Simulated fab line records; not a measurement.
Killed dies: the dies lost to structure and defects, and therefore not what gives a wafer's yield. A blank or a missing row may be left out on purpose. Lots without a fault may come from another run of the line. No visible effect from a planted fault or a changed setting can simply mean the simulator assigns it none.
Which tool was responsible? | flow rit_cmos | 13 lots, 39 wafers sampled, at 3 steps of a route of 202

== WHAT THE GAUGES SHOWED, per wafer ==
RIT_NLDD_OVL_MEAS_06.
lot  | measured    | on         | NLDD_OVL (nm)
L959 | day 3 04:11 | overlay-02 | 0.2 0.5 -0.7
L960 | day 3 04:19 | overlay-01 | -1.3 -3.7 0.6
L962 | day 3 17:08 | overlay-01 | 1.7 -0.5 2.2
L965 | day 4 07:04 | overlay-02 | -0.7 -0.2 0.2
L966 | day 4 09:56 | overlay-01 | 1.0 -0.3 1.4
L968 | day 4 21:47 | overlay-02 | -2.4 -2.5 -2.0
L969 | day 5 00:58 | overlay-02 | - - -
L970 | day 5 01:41 | overlay-02 | -0.9 1.9 -0.3
L978 | day 7 15:28 | overlay-01 | -0.6 -0.3 1.8
L980 | day 7 20:53 | overlay-02 | 0.2 -1.2 3.0
L979 | day 7 21:10 | overlay-02 | -0.4 0.3 1.5
L981 | day 8 04:45 | overlay-02 | 0.0 -1.3 -0.3
L982 | day 8 11:45 | overlay-02 | 1.7 -0.4 0.6

RIT_NLDD_TW_MEAS_10.
lot  | measured    | on            | NLDD_TW
L959 | day 3 04:42 | film_metro-03 | 2507 2528 2539
L960 | day 3 04:50 | film_metro-04 | 2493 2477 2473
L962 | day 3 17:46 | film_metro-02 | 2491 2486 2500
L965 | day 4 07:35 | film_metro-02 | 2491 2502 2489
L966 | day 4 10:27 | film_metro-03 | 2546 2538 2554
L968 | day 4 22:17 | film_metro-02 | 2489 2496 2510
L969 | day 5 01:29 | film_metro-02 | 30 30 30 30 30 30
L970 | day 5 02:12 | film_metro-02 | 2487 2484 2505
L978 | day 7 16:00 | film_metro-02 | 2502 2497 2501
L980 | day 7 21:28 | film_metro-02 | 2494 2513 2503
L979 | day 7 21:41 | film_metro-04 | 2490 2488 2473
L981 | day 8 05:16 | film_metro-04 | 2475 2464 2461
L982 | day 8 12:16 | film_metro-03 | 2508 2512 2533

== WHAT TOOL EACH LOT RAN ON (gives the tool, then ch and the chambers of the sampled wafers, and finally the start) ==
lot  | RIT_NLDD_EXPOSE_03
L959 | iline_stepper-01 ch 0, day 3 03:47
L960 | iline_stepper-01 ch 0, day 3 03:55
L962 | iline_stepper-01 ch 0, day 3 16:34
L965 | iline_stepper-01 ch 0, day 4 06:41
L966 | iline_stepper-01 ch 0, day 4 09:32
L968 | iline_stepper-02 ch 0, day 4 21:23
L969 | iline_stepper-01 ch 0, day 5 00:35
L970 | iline_stepper-01 ch 0, day 5 01:18
L978 | iline_stepper-02 ch 0, day 7 15:07
L980 | iline_stepper-02 ch 0, day 7 20:31
L979 | iline_stepper-01 ch 0, day 7 20:43
L981 | iline_stepper-02 ch 0, day 8 04:22
L982 | iline_stepper-01 ch 0, day 8 11:22
- RIT_NLDD_EXPOSE_03: exposes mask M7, target cd 40700 nm.

== WHAT THE TOOLS THEMSELVES READ (means of the sampled wafers that have a number; where no wafer has one, the mark that the record gives instead) ==
The record holds no such reading with a usual standard deviation.

== THE ANSWER, worked out from the rows above alone ==
Rule: what is usual is taken from the lots themselves. Put in order of their means at a reading, lots are off if they are a third of the lots or fewer, leave a main group of 4 or more, and stand apart from it by a gap of 3 or more times the standard deviation of the main group's means; of several such gaps the widest counts. A main group whose means are all the same, to the digits that the tables above print for the reading, isn't used. Also off: a lot with no number at a reading for which 4 or more lots have one. Any other lot the step has rows for is counted as sound. The gauges are gone through in route order, then the tools' own readings, and for those a lot's mean is taken as printed above. At the first step where some lot is off, the reading lying furthest off is the one used; lots without a number count as furthest.
Off: at RIT_NLDD_OVL_MEAS_06 (NLDD_OVL), L969. Without a number there: L969. Mean -0.0 nm and standard deviation 0.95 in the main group.
A tool fits if, at a process step before that reading, it ran every lot that is off, and no sound lot after the first of them. The gauges at RIT_NLDD_OVL_MEAS_06 aren't tried: what is off there is off at RIT_NLDD_TW_MEAS_10 too, on other tools, and a gauge's error can't cause that. Not one of the candidates tried fits.

== WHAT WAS PUT IN BY THE SIMULATOR ==
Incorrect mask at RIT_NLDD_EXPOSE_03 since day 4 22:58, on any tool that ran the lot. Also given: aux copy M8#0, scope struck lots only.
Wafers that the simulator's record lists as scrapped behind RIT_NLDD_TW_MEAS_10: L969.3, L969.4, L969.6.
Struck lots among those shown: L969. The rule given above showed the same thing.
